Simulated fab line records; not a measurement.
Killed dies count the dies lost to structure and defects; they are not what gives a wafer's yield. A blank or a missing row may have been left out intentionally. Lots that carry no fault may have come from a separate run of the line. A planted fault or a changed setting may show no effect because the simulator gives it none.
A lot that was struck, set against a sound lot :: flow berkeleyCmos170 :: 14 out of 331 route steps
Sound: the wafers L223.4, L223.5, L223.6. Wafers L244.2, L244.3, L244.6 were the ones struck. At the end, the cause is stated.
At each step with rows: each side's tool, then ch and its chambers, then its first start. Under that, the readings that differ: sound wafers :: struck wafers :: difference of the means :: sigmas: that difference in standard deviations of wafers without a fault.
alike: readings whose means differ by less than 2 such deviations, and words and numbers that are the same on both sides. not compared: withheld readings, readings that some wafer has no value for, bounds like >300 that may hide the same value, and numbers for which the record gives no deviation and whose values overlap.
The two part at a step that has a row with sigmas, a row that says differs or no value, or rows on one side only. Numbers that don't overlap but have no deviation are shown without sigmas and don't part them. A reading that every wafer of one side lacks parts them only if that side has two wafers or more.

first, 2 steps without rows for these wafers: UCB170_PWELL_ANNEAL_04 (time 919.5 s); UCB170_PWELL_CVD_05 (deposits Si3N4 from SiH2Cl2/NH3, target thk 220 nm, time 3300 s).
UCB170_PWELL_THK_MEAS_06:
  sound on filmMetro-03 at day 3 07:29; struck on filmMetro-02 at day 7 15:44
  alike: PWELL_NITRIDE_THK
then, 6 steps without rows for these wafers: UCB170_PWELL_HMDS_07 (prime time 60 s); UCB170_PWELL_COAT_08 (resist thk 900 nm); UCB170_PWELL_SOFTBAKE_09 (time 60 s); UCB170_PWELL_EXPOSE_10 (exposes mask PWELL, target cd 3000 nm); UCB170_PWELL_PEB_11; UCB170_PWELL_DEVELOP_12 (develop time 45 s).
UCB170_PWELL_OVL_MEAS_13:
  sound on overlay-02 at day 3 08:48; struck on overlay-01 at day 7 16:42
  alike: PWELL_OVL
UCB170_PWELL_ETCH_14: etches Si3N4 in CH3F/Ar/O2, stops on SiO2, target depth 242 nm, time 151 s.
  sound on rieDiel-01 ch 0,1,3, day 3 08:49; struck on rieDiel-01 ch 1,3, day 7 16:44
  alike: drypumpMotorCurrentA, oesProductAu, throttleValvePct
  not compared: rfHoursCounterH
then, 1 step without rows for these wafers: UCB170_PWELL_IMPLANT_15.
UCB170_PWELL_STRIP_16: strips in O2.
  sound on plasmaAsher-02 ch 0,1, day 3 09:06; struck on plasmaAsher-04 ch 1, day 7 16:59
  no value came back on the struck wafers for chamberPressureMTorr (mTorr), drypumpMotorCurrentA (A), oesProductAu (a.u.), stripTimeToEndpointS (s); on the sound wafers chamberPressureMTorr (mTorr) reads 3499 3498 3502
reading: model.KrF_of_PWELL_COAT_08.thkNm (nm)
sound: 0 0 0
struck: 728.9 725.2 724.8
difference: +726.3
sigmas: 
  not compared: rfHoursCounterH
UCB170_PWELL_TW_MEAS_17:
  sound on filmMetro-02 at day 3 09:12; struck on filmMetro-03 at day 7 17:05
  alike: PWELL_TW

== WHERE THEY PART ==
At UCB170_PWELL_STRIP_16 and nowhere else, as far as this record goes. Later steps at which nothing parts them and some readings are alike: UCB170_PWELL_TW_MEAS_17.

WHY: what the simulator had put in
Whole step skipped at UCB170_PWELL_STRIP_16 on plasmaAsher-04, starting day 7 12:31. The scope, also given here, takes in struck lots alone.
